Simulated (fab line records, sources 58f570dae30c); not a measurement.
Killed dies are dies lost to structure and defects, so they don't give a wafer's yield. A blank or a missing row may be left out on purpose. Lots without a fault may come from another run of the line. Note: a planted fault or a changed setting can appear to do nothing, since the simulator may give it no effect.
fab line records	flow berkeley-cmos170	part 1 of 2: steps 1 to 28 of 38
record: lots: 5	wafers: 15	last-day: 12
route steps=331 shown START@3 ZERO@6 NWELL@14 PWELL@34
lots with no fault: from the same line, run without faults
start-h: the number of hours between the record's first day and the start of the first shown wafer of the lot	wait-h: time in hours since the lot's previous step	" same as the row above	L1.1+2: one row covering several wafers at once	- no value, or no start given	* or withheld: withheld	< > ~ a bound
route shown NAME@n: a module of which the file shows steps, and the number in the route of the first	usual: the fault-free wafers' mean and standard deviation	same: alike in all rows	chamber/n: place in a boat	sites: per-site readings	_std_site: their standard deviation	_edge_site: outer sites' mean less inner sites'	radius-mm: for every site, how far away it sits from the centre of the wafer	mask NAME#n: copy n	behind: the most recent tool/chamber to have shaped the wafer	hold: what put the lot on hold/how long, in hours/how the hold closed	device: the transistor (n, p or np) that didn't switch	end of line: the same wafers' tests at the end of the route	a step given without rows: its recipe and nothing more	killed: dies lost to structure and defects at the first sort, not the wafer's yield	map: shows each die of a wafer: x if killed, . if not, _ if none is there
set.NAME: setting as actually run; set.NAME@STEP: the setting as run at that earlier step	model.NAME: the simulator's own value behind a step, which no gauge read
lots at some steps of the route; a table a step, a row a wafer
services: when a tool's chamber went out of use (start-h, in hours from the record's first day, below 0 if earlier), for how many hours, and the reason
== steps ==
step: UCB170_START_OXIDATION_02
recipe: temp-c: 950	ambient: O2	target-thk-a: 200	ox-time-s: 1800
usual: spike-tc-centre-C: 952.2/1.1	zone-power-centre-pct: 47.8/0.87
lot.wafer	tool	chamber	start-h	wait-h	spike-tc-centre-C	zone-power-centre-pct
L075.4	furnace-02	0	19.21	4.1	952.6	46.4
L075.5	"	0	"	"	950.5	46.9
L075.6	"	0	"	"	953.2	47.0
L081.2	furnace-01	0	49.09	3.9	951.4	48.2
L081.4	"	0	"	"	951.8	48.8
L081.6	"	0	"	"	953.3	47.7
L084.4	furnace-04	0	63.07	2.9	953.2	47.6
L084.5	"	0	"	"	952.6	47.3
L084.6	"	0	"	"	952.9	47.3
L085.1	furnace-02	0	70.34	5.2	951.6	46.2
L085.2	"	0	"	"	952.6	47.3
L085.6	"	0	"	"	952.4	47.2
L094.2	furnace-01	0	113.45	1.9	950.9	48.8
L094.3	"	0	"	"	953.2	47.6
L094.5	"	0	"	"	951.6	48.6
step: UCB170_START_THK_MEAS_03
recipe: reads: SiO2_of_START_OXIDATION_02
usual: START_OXIDE_THK: 19.8/0.31
lot.wafer	tool	chamber	start-h	wait-h	START_OXIDE_THK[nm]
L075.4	film-metro-03	-	20.74	0.0	20.0
L075.5	"	-	"	"	19.9
L075.6	"	-	"	"	19.7
L081.2	film-metro-04	-	50.60	0.0	19.7
L081.4	"	-	"	"	20.1
L081.6	"	-	"	"	19.6
L084.4	film-metro-01	-	64.62	0.0	19.2
L084.5	"	-	"	"	19.5
L084.6	"	-	"	"	19.9
L085.1	film-metro-04	-	71.84	0.0	19.8
L085.2	"	-	"	"	19.9
L085.6	"	-	"	"	19.8
L094.2	film-metro-01	-	114.96	0.0	20.7
L094.3	"	-	"	"	20.4
L094.5	"	-	"	"	20.6
step: UCB170_START_ANNEAL_04
recipe: temp-c: 950	time-s: 1200	ambient: N2
usual: spike-tc-centre-C: 952.4/0.95	zone-power-centre-pct: 47.2/0.64
lot.wafer	tool	chamber	start-h	wait-h	spike-tc-centre-C	zone-power-centre-pct
L075.4	furnace-04	0	20.92	0.2	953.0	46.6
L075.5	"	0	"	"	951.9	47.3
L075.6	"	0	"	"	952.1	47.5
L081.2	furnace-04	0	55.04	4.4	953.8	47.0
L081.4	"	0	"	"	953.3	46.6
L081.6	"	0	"	"	952.6	47.2
L084.4	furnace-02	0	69.00	4.4	952.1	47.0
L084.5	"	0	"	"	951.9	47.0
L084.6	"	0	"	"	950.8	46.9
L085.1	furnace-02	0	73.34	1.5	951.1	47.2
L085.2	"	0	"	"	952.3	46.5
L085.6	"	0	"	"	952.7	46.1
L094.2	furnace-02	0	119.49	4.5	950.6	46.9
L094.3	"	0	"	"	952.0	47.2
L094.5	"	0	"	"	951.9	46.6
step: UCB170_ZERO_HMDS_00
recipe: prime-time-s: 60	prime-temp-c: 100
lot.wafer	tool	chamber	start-h	wait-h
L075.4+5+6	litho-track-01	0	22.51	0.3
L081.2+4+6	litho-track-03	0	56.82	0.4
L084.4+5+6	litho-track-02	0	70.61	0.3
L085.1+2+6	litho-track-01	0	75.34	0.7
L094.2+3+5	litho-track-03	0	120.85	0.0
step: UCB170_ZERO_COAT_01
recipe: resist: KrF	spin-rpm: 1500	resist-thk-nm: 891.3
lot.wafer	tool	chamber	start-h	wait-h
L075.4+5+6	litho-track-01	0	22.66	0.1
L081.2+4+6	litho-track-03	0	56.97	0.1
L084.4+5+6	litho-track-02	0	70.76	0.1
L085.1+2+6	litho-track-01	0	75.49	0.1
L094.2+3+5	litho-track-03	0	121.00	0.1
step: UCB170_ZERO_SOFTBAKE_02
recipe: resist: KrF	temp-c: 130	time-s: 60
lot.wafer	tool	chamber	start-h	wait-h
L075.4+5+6	litho-track-01	0	22.81	0.1
L081.2+4+6	litho-track-03	0	57.12	0.1
L084.4+5+6	litho-track-02	0	70.91	0.1
L085.1+2+6	litho-track-01	0	75.64	0.1
L094.2+3+5	litho-track-03	0	121.15	0.1
step: UCB170_ZERO_EXPOSE_03
recipe: mask-id: PM_MARKS	na: 0.5	sigma-outer: 0.6	source-shape: conventional	target-cd-nm: 4000	dose-mj: 30
same: sigma-outer: 0.6
lot.wafer	tool	chamber	start-h	wait-h	mask
L075.4+5+6	krf-scanner-02	0	23.27	0.4	PM_MARKS#0
L081.2+4+6	krf-scanner-01	0	57.39	0.2	PM_MARKS#0
L084.4+5+6	krf-scanner-01	0	71.05	0.1	PM_MARKS#0
L085.1+2+6	krf-scanner-02	0	75.92	0.2	PM_MARKS#0
L094.2+3+5	krf-scanner-02	0	121.29	0.1	PM_MARKS#0
step: UCB170_ZERO_PEB_04
recipe: peb-temp-c: 130	peb-time-s: withheld	resist: KrF
lot.wafer	tool	chamber	start-h	wait-h
L075.4+5+6	litho-track-01	0	23.44	0.1
L081.2+4+6	litho-track-03	0	58.10	0.7
L084.4+5+6	litho-track-02	0	71.18	0.1
L085.1+2+6	litho-track-03	0	76.37	0.4
L094.2+3+5	litho-track-03	0	121.41	0.1
step: UCB170_ZERO_DEVELOP_05
recipe: developer: TMAH	develop-time-s: 45	resist: KrF	dev-temp-c: 21
lot.wafer	tool	chamber	start-h	wait-h
L075.4+5+6	litho-track-01	0	-	-
L081.2+4+6	litho-track-03	0	-	-
L084.4+5+6	litho-track-02	0	-	-
L085.1+2+6	litho-track-03	0	-	-
L094.2+3+5	litho-track-03	0	-	-
step: UCB170_ZERO_ETCH_06
recipe: chemistry: CHF3/CF4/Ar	target: SiO2	time-s: 12	pressure-mtorr: 100	rf-w: 500	CHF3_flow_sccm: 50	cf4-flow-sccm: 10	Ar_flow_sccm: 120	over-etch-frac: 1.58
usual: drypump-motor-current-A: 5.6/0.55	oes-product-au: 0.614/0.0097	rf-fwd-power-W: 490.6/2.5	throttle-valve-pct: 9.23/0.13
lot.wafer	tool	chamber	start-h	wait-h	drypump-motor-current-A	oes-product-au	rf-fwd-power-W	rf-hours-counter-h	throttle-valve-pct
L075.4	rie-diel-01	2	23.64	-	6.8	0.615	489.5	133	9.25
L075.5	"	2	"	"	6.8	0.619	490.5	-	9.24
L075.6	"	1	"	"	5.4	0.614	490.2	-	9.17
L081.2	rie-diel-01	0	58.35	-	5.9	0.615	488.9	23	9.21
L081.4	"	1	"	"	5.4	0.612	491.9	56	9.16
L081.6	"	3	"	"	5.3	0.601	494.1	-	9.24
L084.4	rie-diel-01	0	71.38	-	5.9	0.608	486.6	24	9.23
L084.5	"	0	"	"	5.9	0.624	486.9	-	9.21
L084.6	"	3	"	"	5.3	0.608	494.4	-	9.24
L085.1	rie-diel-03	0	76.65	-	4.8	0.614	491.8	78	9.33
L085.2	"	3	"	"	5.6	0.623	492.9	132	8.95
L085.6	"	2	"	"	5.2	0.604	490.9	-	9.08
L094.2	rie-diel-01	2	121.66	-	6.8	0.617	491.0	137	9.24
L094.3	"	3	"	"	5.3	0.600	491.4	17	9.23
L094.5	"	2	"	"	6.8	0.614	490.9	-	9.24
step: UCB170_ZERO_STRIP_07
recipe: chemistry: O2	power-w: 400	pressure-mtorr: 3500	platen-temp-c: withheld	o2-flow-sccm: 400	overash-fraction: 0.5
usual: drypump-motor-current-A: 5.8/0.53	oes-product-au: 0.727/0.0046	strip-time-to-endpoint-s: 21.26/0.052
lot.wafer	tool	chamber	start-h	wait-h	drypump-motor-current-A	oes-product-au	rf-hours-counter-h	strip-time-to-endpoint-s
L075.4	plasma-asher-03	0	23.69	0.0	4.9	0.734	-	21.18
L075.5	"	1	"	"	6.1	0.732	-	21.26
L075.6	"	0	"	"	4.9	0.726	-	21.23
L081.2	plasma-asher-01	1	58.37	0.0	5.1	0.730	34	21.28
L081.4	"	0	"	"	6.5	0.720	-	21.28
L081.6	"	1	"	"	5.1	0.731	-	21.23
L084.4	plasma-asher-02	0	71.44	0.0	6.2	0.729	-	21.29
L084.5	"	0	"	"	6.2	0.715	-	21.26
L084.6	"	1	"	"	5.9	0.727	-	21.23
L085.1	plasma-asher-03	0	76.67	0.0	4.9	0.731	35	21.27
L085.2	"	1	"	"	6.0	0.731	35	21.28
L085.6	"	0	"	"	4.9	0.726	-	21.24
L094.2	plasma-asher-01	1	121.69	0.0	5.1	0.727	0	21.34
L094.3	"	0	"	"	6.4	0.723	-	21.36
L094.5	"	0	"	"	6.4	0.728	-	21.39
step: UCB170_NWELL_WET_ETCH_00
recipe: chemistry: dHF	dilution: 25:1	target: SiO2	temp-c: 25	time-s: 200
usual: bath-heat-duty-pct: 6.2/0.97
lot.wafer	tool	chamber	start-h	wait-h	bath-heat-duty-pct
L075.4	wet-bench-04	0	23.76	0.0	5.6
L075.5	"	0	"	"	6.8
L075.6	"	0	"	"	5.6
L081.2	wet-bench-03	0	58.49	0.1	5.7
L081.4	"	0	"	"	5.9
L081.6	"	0	"	"	6.4
L084.4	wet-bench-03	1	72.19	0.7	5.2
L084.5	"	1	"	"	5.4
L084.6	"	1	"	"	5.7
L085.1	wet-bench-04	0	76.77	0.1	6.3
L085.2	"	0	"	"	6.5
L085.6	"	0	"	"	6.6
L094.2	wet-bench-04	2	121.79	0.1	7.6
L094.3	"	2	"	"	7.6
L094.5	"	2	"	"	8.0
step: UCB170_NWELL_OXIDATION_01
recipe: temp-c: 1000	ambient: O2	target-thk-a: 264	ox-time-s: 1260
usual: spike-tc-centre-C: 1002.3/1	zone-power-centre-pct: 50.5/0.87
lot.wafer	tool	chamber	start-h	wait-h	spike-tc-centre-C	zone-power-centre-pct
L075.4	furnace-01	0	28.19	4.4	1002.4	51.8
L075.5	"	0	"	"	1003.1	51.4
L075.6	"	0	"	"	1001.5	50.4
L081.2	furnace-04	0	61.72	3.2	1004.0	49.7
L081.4	"	0	"	"	1002.6	50.3
L081.6	"	0	"	"	1001.0	49.6
L084.4	furnace-04	0	74.60	2.3	1002.7	50.7
L084.5	"	0	"	"	1002.3	50.7
L084.6	"	0	"	"	1002.2	50.3
L085.1	furnace-02	0	79.42	2.6	1003.3	51.1
L085.2	"	0	"	"	1001.7	49.7
L085.6	"	0	"	"	1001.9	50.0
L094.2	furnace-01	0	125.30	3.5	1002.2	51.5
L094.3	"	0	"	"	1001.5	51.5
L094.5	"	0	"	"	1001.2	52.1
step: UCB170_NWELL_THK_MEAS_02
recipe: reads: SiO2_of_NWELL_OXIDATION_01
usual: NWELL_OXIDE_THK: 26.2/0.49
lot.wafer	tool	chamber	start-h	wait-h	NWELL_OXIDE_THK[nm]
L075.4	film-metro-03	-	29.57	0.0	26.1
L075.5	"	-	"	"	26.1
L075.6	"	-	"	"	26.2
L081.2	film-metro-02	-	63.08	0.0	25.6
L081.4	"	-	"	"	26.2
L081.6	"	-	"	"	25.8
L084.4	film-metro-03	-	76.04	0.1	26.8
L084.5	"	-	"	"	26.2
L084.6	"	-	"	"	26.5
L085.1	film-metro-03	-	80.77	0.0	26.0
L085.2	"	-	"	"	26.3
L085.6	"	-	"	"	26.0
L094.2	film-metro-02	-	126.66	0.0	26.7
L094.3	"	-	"	"	26.7
L094.5	"	-	"	"	26.6
step: UCB170_NWELL_ANNEAL_03
recipe: temp-c: 1000	time-s: 900	ambient: N2
usual: spike-tc-centre-C: 1002.1/0.95	zone-power-centre-pct: 50.6/0.91
lot.wafer	tool	chamber	start-h	wait-h	spike-tc-centre-C	zone-power-centre-pct
L075.4	furnace-01	0	34.05	4.5	1001.4	51.7
L075.5	"	0	"	"	1002.9	52.0
L075.6	"	0	"	"	1000.9	52.3
L081.2	furnace-02	0	66.25	3.2	1000.2	49.8
L081.4	"	0	"	"	1001.2	50.1
L081.6	"	0	"	"	1002.2	49.2
L084.4	furnace-04	0	78.95	2.9	1003.7	50.0
L084.5	"	0	"	"	1003.6	49.6
L084.6	"	0	"	"	1003.3	49.9
L085.1	furnace-04	0	85.54	4.8	1002.8	50.1
L085.2	"	0	"	"	1001.3	49.3
L085.6	"	0	"	"	1002.0	49.4
L094.2	furnace-02	0	128.84	2.2	1001.5	50.0
L094.3	"	0	"	"	1002.2	51.1
L094.5	"	0	"	"	1004.0	50.0
step: UCB170_NWELL_CVD_04
recipe: material: Si3N4	target-thk-nm: 224	temp-c: 800	precursor: SiH2Cl2/NH3	time-s: 3360	pressure-mtorr: 200	sih2cl2-flow-sccm: 25	nh3-flow-sccm: 75
usual: spike-tc-centre-C: 801.9/1.4	zone-power-centre-pct: 38.6/2.2
lot.wafer	tool	chamber	start-h	wait-h	spike-tc-centre-C	zone-power-centre-pct
L075.4	lpcvd-02	1	35.30	0.0	801.7	42.1
L075.5	"	1	"	"	801.9	40.9
L075.6	"	1	"	"	801.1	40.8
L081.2	lpcvd-02	0	67.50	0.0	799.9	38.2
L081.4	"	0	"	"	800.7	38.6
L081.6	"	0	"	"	799.8	39.1
L084.4	lpcvd-02	1	80.20	0.0	800.5	40.9
L084.5	"	1	"	"	802.6	41.1
L084.6	"	1	"	"	802.1	41.6
L085.1	lpcvd-01	0	86.79	0.0	803.8	35.7
L085.2	"	0	"	"	803.2	36.0
L085.6	"	0	"	"	803.2	36.5
L094.2	lpcvd-01	0	130.09	0.0	804.1	35.9
L094.3	"	0	"	"	802.8	35.9
L094.5	"	0	"	"	803.7	36.0
step: UCB170_NWELL_THK_MEAS_05
recipe: reads: Si3N4_of_NWELL_CVD_04
usual: NWELL_NITRIDE_THK: 224.6/1.8
lot.wafer	tool	chamber	start-h	wait-h	NWELL_NITRIDE_THK[nm]
L075.4	film-metro-03	-	37.27	0.0	227.3
L075.5	"	-	"	"	226.7
L075.6	"	-	"	"	225.2
L081.2	film-metro-03	-	69.45	0.0	224.0
L081.4	"	-	"	"	224.0
L081.6	"	-	"	"	223.9
L084.4	film-metro-02	-	82.17	0.0	227.8
L084.5	"	-	"	"	226.6
L084.6	"	-	"	"	227.2
L085.1	film-metro-03	-	88.72	0.0	227.2
L085.2	"	-	"	"	225.4
L085.6	"	-	"	"	227.8
L094.2	film-metro-01	-	132.03	0.0	220.1
L094.3	"	-	"	"	220.7
L094.5	"	-	"	"	222.0
step: UCB170_NWELL_HMDS_06
recipe: prime-time-s: 60	prime-temp-c: 100
lot.wafer	tool	chamber	start-h	wait-h
L075.4+5+6	litho-track-04	0	37.37	0.1
L081.2+4+6	litho-track-03	0	69.68	0.2
L084.4+5+6	litho-track-04	0	82.52	0.3
L085.1+2+6	litho-track-01	0	88.78	0.1
L094.2+3+5	litho-track-04	0	132.27	0.2
step: UCB170_NWELL_COAT_07
recipe: resist: KrF	spin-rpm: 1500	resist-thk-nm: 900
lot.wafer	tool	chamber	start-h	wait-h
L075.4+5+6	litho-track-04	0	37.52	0.1
L081.2+4+6	litho-track-03	0	69.83	0.1
L084.4+5+6	litho-track-04	0	82.67	0.1
L085.1+2+6	litho-track-01	0	88.93	0.1
L094.2+3+5	litho-track-04	0	132.42	0.1
step: UCB170_NWELL_SOFTBAKE_08
recipe: resist: KrF	temp-c: 130	time-s: 60
lot.wafer	tool	chamber	start-h	wait-h
L075.4+5+6	litho-track-04	0	37.67	0.1
L081.2+4+6	litho-track-03	0	69.98	0.1
L084.4+5+6	litho-track-04	0	82.82	0.1
L085.1+2+6	litho-track-01	0	89.08	0.1
L094.2+3+5	litho-track-04	0	132.57	0.1
step: UCB170_NWELL_EXPOSE_09
recipe: mask-id: NWELL	target-cd-nm: 3000	na: 0.5	sigma-outer: 0.6	source-shape: conventional	dose-mj: 25
same: sigma-outer: 0.6
lot.wafer	tool	chamber	start-h	wait-h	mask
L075.4+5+6	krf-scanner-01	0	38.05	0.3	NWELL#0
L081.2+4+6	krf-scanner-02	0	70.26	0.3	NWELL#0
L084.4+5+6	krf-scanner-02	0	83.08	0.2	NWELL#0
L085.1+2+6	krf-scanner-01	0	89.47	0.4	NWELL#0
L094.2+3+5	krf-scanner-02	0	132.72	0.1	NWELL#0
step: UCB170_NWELL_PEB_10
recipe: peb-temp-c: 130	peb-time-s: withheld	resist: KrF
lot.wafer	tool	chamber	start-h	wait-h
L075.4+5+6	litho-track-01	0	38.24	0.2
L081.2+4+6	litho-track-04	0	70.75	0.5
L084.4+5+6	litho-track-04	0	83.42	0.3
L085.1+2+6	litho-track-04	0	89.62	0.1
L094.2+3+5	litho-track-03	0	132.84	0.1
step: UCB170_NWELL_DEVELOP_11
recipe: developer: TMAH	develop-time-s: 45	resist: KrF	dev-temp-c: 21
lot.wafer	tool	chamber	start-h	wait-h
L075.4+5+6	litho-track-01	0	-	-
L081.2+4+6	litho-track-04	0	-	-
L084.4+5+6	litho-track-04	0	-	-
L085.1+2+6	litho-track-04	0	-	-
L094.2+3+5	litho-track-03	0	-	-
step: UCB170_NWELL_OVL_MEAS_12
usual: NWELL_OVL: 6/4.9
lot.wafer	tool	chamber	start-h	wait-h	NWELL_OVL[nm]
L075.4	overlay-01	-	38.46	-	5
L075.5	"	-	"	"	4
L075.6	"	-	"	"	10
L081.2	overlay-01	-	71.01	-	-6
L081.4	"	-	"	"	-2
L081.6	"	-	"	"	1
L084.4	overlay-02	-	83.64	-	12
L084.5	"	-	"	"	10
L084.6	"	-	"	"	13
L085.1	overlay-01	-	89.90	-	5
L085.2	"	-	"	"	9
L085.6	"	-	"	"	11
L094.2	overlay-01	-	133.10	-	0
L094.3	"	-	"	"	6
L094.5	"	-	"	"	6
step: UCB170_NWELL_ETCH_13
recipe: chemistry: CH3F/Ar/O2	target: Si3N4	stop-on: SiO2	CH3F_flow_sccm: 20	Ar_flow_sccm: 50	O2_flow_sccm: 7	pressure-mtorr: 50	rf-w: 450	target-depth-a: 2464	over-etch-frac: 0.1	time-s: 154
usual: drypump-motor-current-A: 5.6/0.51	oes-product-au: 0.941/0.015	rf-fwd-power-W: 448.1/1.5	throttle-valve-pct: 8.02/0.14
lot.wafer	tool	chamber	start-h	wait-h	drypump-motor-current-A	oes-product-au	rf-fwd-power-W	rf-hours-counter-h	throttle-valve-pct
L075.4	rie-diel-03	1	38.48	0.0	5.7	0.941	450.0	77	7.96
L075.5	"	3	"	"	5.6	0.963	446.8	-	7.83
L075.6	"	0	"	"	4.8	0.928	449.0	-	8.16
L081.2	rie-diel-04	1	71.04	0.0	4.8	0.943	447.1	97	8.28
L081.4	"	3	"	"	5.8	0.944	447.0	53	7.97
L081.6	"	1	"	"	4.7	0.943	444.3	-	8.28
L084.4	rie-diel-03	2	83.66	0.0	5.2	0.945	449.3	145	7.89
L084.5	"	1	"	"	5.7	0.935	449.6	-	7.93
L084.6	"	0	"	"	4.8	0.930	450.1	-	8.14
L085.1	rie-diel-04	3	89.93	0.0	5.8	0.937	447.5	54	7.98
L085.2	"	1	"	"	4.8	0.938	449.1	98	8.28
L085.6	"	0	"	"	5.8	0.927	446.5	-	8.10
L094.2	rie-diel-03	1	133.13	0.0	5.7	0.925	448.6	82	7.95
L094.3	"	0	"	"	4.8	0.920	447.8	81	8.15
L094.5	"	0	"	"	4.8	0.921	448.6	-	8.15
step: UCB170_NWELL_IMPLANT_14
recipe: species: P	dose-cm2: 1e+13	energy-kev: 150	tilt-deg: 7
same: implant-ion-amu: 31
lot.wafer	tool	chamber	start-h	wait-h
L075.4+5+6	implanter-03	0	38.65	0.1
L081.2+4+6	implanter-03	0	71.16	0.1
L084.4+5+6	implanter-01	0	83.83	0.1
L085.1+2+6	implanter-03	0	90.04	0.1
L094.2+3+5	implanter-01	0	133.25	0.1
step: UCB170_NWELL_STRIP_15
recipe: chemistry: O2	power-w: 400	pressure-mtorr: 3500	platen-temp-c: withheld	o2-flow-sccm: 400	overash-fraction: 0.5
usual: drypump-motor-current-A: 5.7/0.7	oes-product-au: 0.721/0.0041	strip-time-to-endpoint-s: 18.07/0.097
lot.wafer	tool	chamber	start-h	wait-h	drypump-motor-current-A	oes-product-au	rf-hours-counter-h	strip-time-to-endpoint-s
L075.4	plasma-asher-03	1	38.76	0.1	6.0	0.715	-	18.03
L075.5	"	0	"	"	4.9	0.719	-	18.13
L075.6	"	1	"	"	6.1	0.726	-	17.97
L081.2	plasma-asher-01	0	71.29	0.1	6.5	0.723	36	18.00
L081.4	"	1	"	"	5.1	0.708	-	17.88
L081.6	"	1	"	"	5.1	0.721	-	18.10
L084.4	plasma-asher-04	1	83.94	0.1	6.6	0.718	-	18.21
L084.5	"	0	"	"	5.1	0.725	-	18.15
L084.6	"	1	"	"	6.6	0.721	-	18.01
L085.1	plasma-asher-03	0	90.19	0.1	4.9	0.717	37	17.83
L085.2	"	1	"	"	6.0	0.720	37	18.04
L085.6	"	0	"	"	4.9	0.714	-	17.89
L094.2	plasma-asher-03	1	133.38	0.1	6.0	0.726	42	18.11
L094.3	"	1	"	"	6.1	0.719	-	18.00
L094.5	"	0	"	"	4.9	0.722	-	17.97
step: UCB170_NWELL_TW_MEAS_16
usual: NWELL_TW: 1249/17
lot.wafer	tool	chamber	start-h	wait-h	NWELL_TW
L075.4	film-metro-03	-	38.86	0.1	1221
L075.5	"	-	"	"	1225
L075.6	"	-	"	"	1231
L081.2	film-metro-02	-	71.43	0.1	1254
L081.4	"	-	"	"	1261
L081.6	"	-	"	"	1258
L084.4	film-metro-01	-	84.04	0.1	1264
L084.5	"	-	"	"	1270
L084.6	"	-	"	"	1259
L085.1	film-metro-02	-	90.29	0.1	1264
L085.2	"	-	"	"	1262
L085.6	"	-	"	"	1256
L094.2	film-metro-02	-	133.49	0.1	1251
L094.3	"	-	"	"	1252
L094.5	"	-	"	"	1256
